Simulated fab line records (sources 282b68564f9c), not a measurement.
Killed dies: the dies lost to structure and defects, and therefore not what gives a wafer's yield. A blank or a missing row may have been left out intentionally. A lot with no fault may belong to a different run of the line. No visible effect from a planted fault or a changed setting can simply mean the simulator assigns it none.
2 desks looking at one fault -- flow rit_cmos -- numbers are kept per desk, each desk with only its own; the story behind them comes last

## AT THE METROLOGY DESK
Means of the sampled wafers that have a number, per lot and without regard to the tool the lot ran on: this is what the gauges read. Marked OUT: a lot whose mean sits more than 4 standard deviations from the usual mean, which makes it out of limits; the brackets give that distance.
Columns: A = cd_nm at RIT_M1_CD_MEAS_09, usual 2601.6 nm; B = M1_OVL at RIT_M1_OVL_MEAS_10, usual -0.5 nm; C = cd_nm at RIT_M1_CD_MEAS_90, usual 2601 nm; D = M1_BOW at RIT_M1_BOW_MEAS_16, usual 17 um
lot,first seen here,A,B,C,D
L335,day 3 12:46,2601.7,-0.8,2601,22
L340,day 4 13:26,2599.3,0.2,2596,24
L341,day 4 19:41,2599.6,0.3,2600,11
L342,day 5 02:38,2599.7,-0.9,2600,19
L343,day 5 06:35,2601.5,-2.0,2599,11
L356,day 7 19:08,2603.1,1.4,2600,10
L357,day 7 23:26,2600.4,-0.2,2599,18
This desk's finding: nothing out of limits on any of the 7 lots.

## DESK OF THE TOOL OWNER: furnace-02
Per lot that ran on this tool, the mean of the sampled wafers carrying a number, from the tool's own readings at RIT_M1_ANNEAL_15 (time 1800 s). Marked OUT: a lot whose mean sits more than 4 standard deviations from the usual mean, which makes it out of limits; the brackets give that distance. 7 of its 8 readings are shown: the first one out of limits and those lying furthest out on some lot.
Columns: A = spike_tc_centre_C at RIT_M1_ANNEAL_15, usual 454.2 C; B = spike_tc_load_C at RIT_M1_ANNEAL_15, usual 464.1 C; C = spike_tc_source_C at RIT_M1_ANNEAL_15, usual 461.7 C; D = tube_center_temp_C at RIT_M1_ANNEAL_15, usual 450 C; E = tube_center_temp_C_max at RIT_M1_ANNEAL_15, usual 451.15; F = zone_power_load_pct at RIT_M1_ANNEAL_15, usual 6.20 %; G = zone_power_source_pct at RIT_M1_ANNEAL_15, usual 6.22 %
lot,first seen here,A,B,C,D,E,F,G
L335,day 3 13:49,454.2,463.6,461.4,450,451.11,6.26,6.22
L340,day 4 14:25,453.5,464.5,461.4,450,451.14,6.17,6.26
L341,day 4 20:45,394.3 (-63) OUT,403.0 (-56) OUT,399.6 (-65) OUT,390 (-99 or more) OUT,391.41 (-99 or more) OUT,4.87 (-20) OUT,4.88 (-23) OUT
L342,day 5 03:41,393.8 (-64) OUT,403.0 (-56) OUT,400.4 (-64) OUT,390 (-99 or more) OUT,391.18 (-99 or more) OUT,4.96 (-19) OUT,4.90 (-22) OUT
L343,day 5 07:45,394.6 (-63) OUT,403.2 (-55) OUT,400.7 (-64) OUT,390 (-99 or more) OUT,391.17 (-99 or more) OUT,4.87 (-20) OUT,4.96 (-21) OUT
L356,day 7 20:11,454.4,464.3,461.7,450,451.05,6.12,6.29
L357,day 8 00:27,453.9,463.8,460.8,450,451.10,6.16,6.25
Finding of this desk: L341, L342, L343 out of limits; the first was L341 at day 4 20:45, on spike_tc_centre_C at RIT_M1_ANNEAL_15. L335, L340, L356, L357: within limits.

## ALL TOGETHER
On L341, L342, L343, at day 4 20:45, an alarm was possible from the tool owner's desk.
Nothing out of limits was seen by the metrology desk.
The metrology desk has L341, L342, L343 on record, within its limits.
RIT_M1_ANNEAL_15 was run on furnace-02 by each of the lots named.

## WHAT HAD BEEN PUT IN BY THE SIMULATOR
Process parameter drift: furnace-02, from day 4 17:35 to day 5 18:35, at RIT_M1_ANNEAL_15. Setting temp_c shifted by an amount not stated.
Shown lots that were struck: L341, L342, L343.
Delay in hours, fault start to first out-of-limits reading, by desk: the tool owner's desk at 3.
